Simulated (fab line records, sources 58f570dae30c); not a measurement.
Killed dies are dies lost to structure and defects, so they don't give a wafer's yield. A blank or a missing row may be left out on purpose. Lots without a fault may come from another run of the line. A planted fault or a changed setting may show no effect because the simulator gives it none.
Which tool did it? | flow berkeley_cmos170 | 14 lots, 42 wafers sampled, at 5 steps of a route of 331

WHAT THE GAUGES READ, wafer by wafer
UCB170_FIELD_THK_MEAS_90. Usual: FIELD_OXIDE_LEFT_1_THK 440 nm, standard deviation 10.
lot  | measured     | on            | FIELD_OXIDE_LEFT_1_THK (nm) | flag
L700 | day 5 21:57  | film_metro-04 | 444 445 444                 |
L701 | day 5 21:58  | film_metro-02 | 442 435 436                 |
L703 | day 6 07:10  | film_metro-03 | 418 433 421                 |
L706 | day 6 20:48  | film_metro-02 | 449 442 449                 |
L707 | day 7 05:33  | film_metro-02 | 446 448 439                 |
L708 | day 7 14:46  | film_metro-03 | 449 459 447                 |
L710 | day 8 01:06  | film_metro-04 | 451 443 447                 |
L712 | day 8 07:56  | film_metro-02 | 433 437 432                 |
L711 | day 8 01:06  | film_metro-03 | 443 437 441                 |
L714 | day 8 15:35  | film_metro-02 | 420 421 422                 |
L716 | day 9 09:07  | film_metro-04 | 442 443 435                 |
L720 | day 10 06:16 | film_metro-02 | 424 417 418                 |
L722 | day 10 06:13 | film_metro-04 | 451 456 452                 |
L723 | day 11 07:03 | film_metro-02 | 433 430 427                 |

UCB170_SACOX_THK_MEAS_02. Usual: SACOX_OXIDE_THK 13.25 nm, standard deviation 0.22.
lot  | measured     | on            | SACOX_OXIDE_THK (nm) | flag
L700 | day 6 04:21  | film_metro-02 | 12.76 12.80 12.90    |
L701 | day 6 04:25  | film_metro-03 | 12.58 12.99 12.95    |
L703 | day 6 13:06  | film_metro-03 | 13.57 13.40 13.53    |
L706 | day 7 03:29  | film_metro-01 | 13.29 13.37 13.21    |
L707 | day 7 12:34  | film_metro-02 | 12.85 13.16 13.25    |
L708 | day 7 22:49  | film_metro-02 | 13.35 13.37 13.25    |
L710 | day 8 07:37  | film_metro-01 | 13.58 13.27 13.59    |
L712 | day 8 14:59  | film_metro-02 | 13.39 13.23 12.96    |
L711 | day 8 07:37  | film_metro-03 | 13.22 13.11 13.29    |
L714 | day 8 22:28  | film_metro-03 | 13.12 13.37 13.45    |
L716 | day 9 18:40  | film_metro-02 | 13.31 12.96 12.93    |
L720 | day 10 14:38 | film_metro-02 | 13.11 13.13 12.84    |
L722 | day 10 14:43 | film_metro-01 | 13.28 13.26 12.94    |
L723 | day 11 16:21 | film_metro-03 | 13.49 13.69 13.32    |

UCB170_PVT_TW_MEAS_09. Usual: PVT_TW 512, standard deviation 3.9.
lot  | measured     | on            | PVT_TW      | flag
L700 | day 6 18:54  | film_metro-02 | 513 509 508 |
L701 | day 6 19:23  | film_metro-02 | 513 510 511 |
L703 | day 7 08:50  | film_metro-02 | 512 512 513 |
L706 | day 7 21:49  | film_metro-03 | 507 509 508 |
L707 | day 8 07:53  | film_metro-03 | 507 511 510 |
L708 | day 8 15:52  | film_metro-03 | 510 511 507 |
L710 | day 9 00:05  | film_metro-04 | 517 520 518 |
L712 | day 9 07:44  | film_metro-02 | 511 511 510 |
L711 | day 9 00:34  | film_metro-02 | 515 511 513 |
L714 | day 9 15:36  | film_metro-03 | 508 509 506 |
L716 | day 10 11:05 | film_metro-04 | 521 522 520 |
L720 | day 11 08:11 | film_metro-02 | 474 474 473 | OFF
L722 | day 11 07:57 | film_metro-02 | 512 514 513 |
L723 | day 12 15:39 | film_metro-03 | 469 471 470 | OFF

WHICH TOOL RAN EACH LOT (tool, then ch and the chambers of the sampled wafers, then the start)
lot  | UCB170_PWELL_STRIP_16               | UCB170_PVT_IMPLANT_07
L700 | plasma_asher-02 ch 0,1, day 3 14:31 | implanter-02 ch 0, day 6 18:39
L701 | plasma_asher-04 ch 0,1, day 3 14:34 | implanter-01 ch 0, day 6 19:09
L703 | plasma_asher-04 ch 0,1, day 4 05:40 | implanter-02 ch 0, day 7 08:35
L706 | plasma_asher-01 ch 0, day 4 13:17   | implanter-01 ch 0, day 7 21:35
L707 | plasma_asher-04 ch 0,1, day 4 21:19 | implanter-01 ch 0, day 8 07:38
L708 | plasma_asher-02 ch 0,1, day 5 03:18 | implanter-03 ch 0, day 8 15:37
L710 | plasma_asher-02 ch 0,1, day 5 13:35 | implanter-01 ch 0, day 8 23:50
L712 | plasma_asher-04 ch 0,1, day 5 19:44 | implanter-03 ch 0, day 9 07:32
L711 | plasma_asher-02 ch 0,1, day 5 19:57 | implanter-03 ch 0, day 9 00:19
L714 | plasma_asher-01 ch 0, day 6 04:30   | implanter-02 ch 0, day 9 15:21
L716 | plasma_asher-04 ch 0, day 6 20:05   | implanter-02 ch 0, day 10 10:51
L720 | plasma_asher-01 ch 0, day 7 21:15   | implanter-01 ch 0, day 11 07:56
L722 | plasma_asher-04 ch 0,1, day 7 21:44 | implanter-02 ch 0, day 11 07:44
L723 | plasma_asher-01 ch 1, day 8 13:23   | implanter-01 ch 0, day 12 15:25
- UCB170_PWELL_STRIP_16: strips in O2.
- UCB170_PVT_IMPLANT_07

WHAT THE TOOLS THEMSELVES READ (means of the sampled wafers that have a number; where no wafer has one, the mark that the record gives instead)
UCB170_PWELL_STRIP_16. Usual: drypump_motor_current_A 5.6 A, standard deviation 0.48; oes_product_au 0.721 a.u., standard deviation 0.0049; strip_time_to_endpoint_s 18.10 s, standard deviation 0.086.
lot  | tool            | drypump_motor_current_A (A) | oes_product_au (a.u.) | strip_time_to_endpoint_s (s) | flag
L700 | plasma_asher-02 | 5.8                         | 0.721                 | 18.05                        |
L701 | plasma_asher-04 | 5.0                         | 0.719                 | 18.11                        |
L703 | plasma_asher-04 | 5.2                         | 0.724                 | 18.00                        |
L706 | plasma_asher-01 | 6.3                         | 0.717                 | 18.02                        |
L707 | plasma_asher-04 | 5.2                         | 0.720                 | 18.08                        |
L708 | plasma_asher-02 | 5.7                         | 0.717                 | 18.11                        |
L710 | plasma_asher-02 | 5.9                         | 0.723                 | 18.03                        |
L712 | plasma_asher-04 | 5.2                         | 0.720                 | 18.02                        |
L711 | plasma_asher-02 | 5.6                         | 0.722                 | 18.03                        |
L714 | plasma_asher-01 | 6.3                         | 0.717                 | 18.06                        |
L716 | plasma_asher-04 | 4.9                         | 0.722                 | 18.03                        |
L720 | plasma_asher-01 | 6.3                         | 0.723                 | 18.15                        |
L722 | plasma_asher-04 | 5.0                         | 0.723                 | 18.26                        |
L723 | plasma_asher-01 | 6.0                         | 0.727                 | 18.19                        |

UCB170_PVT_IMPLANT_07. Usual: beam_energy_keV 30.002, standard deviation 0.0098; beam_on_s 10.00 s, standard deviation 0.18; faraday_current_uA 6.34, standard deviation 0.12.
lot  | tool         | beam_energy_keV | beam_on_s (s) | faraday_current_uA | flag
L700 | implanter-02 | 29.995          | 10.05         | 6.32               |
L701 | implanter-01 | 30.012          | 10.05         | 6.30               |
L703 | implanter-02 | 29.996          | 9.99          | 6.34               |
L706 | implanter-01 | 30.013          | 10.05         | 6.31               |
L707 | implanter-01 | 30.002          | 9.88          | 6.41               |
L708 | implanter-03 | 30.003          | 9.91          | 6.41               |
L710 | implanter-01 | 29.995          | 9.90          | 6.39               |
L712 | implanter-03 | 29.998          | 10.14         | 6.25               |
L711 | implanter-03 | 30.008          | 10.03         | 6.31               |
L714 | implanter-02 | 30.012          | 9.90          | 6.41               |
L716 | implanter-02 | 29.990          | 10.07         | 6.30               |
L720 | implanter-01 | 30.010          | 7.85          | 8.09               | OFF
L722 | implanter-02 | 30.008          | 10.01         | 6.33               |
L723 | implanter-01 | 30.000          | 7.73          | 8.22               | OFF

THE ANSWER, worked out from the rows above alone
Rule: a lot is off if the mean of its wafers that have a number lies more than 3 standard deviations from the usual mean. A lot without any number at a reading at which 4 lots or more have one is off too. The other lots that the step has rows for count as sound. The gauges are gone through in route order, then the tools' own readings, and for those a lot's mean is taken as printed above. The first step at which some lot is off is used, and at that step the reading that is off furthest; a lot without a number counts as furthest.
Off: L720, L723, at UCB170_PVT_TW_MEAS_09 (PVT_TW).
A tool fits if, at a process step before that reading, it ran every lot that is off, and no sound lot after the first of them. The gauges at UCB170_PVT_TW_MEAS_09 aren't tried: what is off there is off at UCB170_PVT_IMPLANT_07 too, on other tools, and a gauge's error can't cause that. Can't be told from this: 2 tools fit, plasma_asher-01 at UCB170_PWELL_STRIP_16, implanter-01 at UCB170_PVT_IMPLANT_07.

WHAT THE SIMULATOR HAD PUT IN
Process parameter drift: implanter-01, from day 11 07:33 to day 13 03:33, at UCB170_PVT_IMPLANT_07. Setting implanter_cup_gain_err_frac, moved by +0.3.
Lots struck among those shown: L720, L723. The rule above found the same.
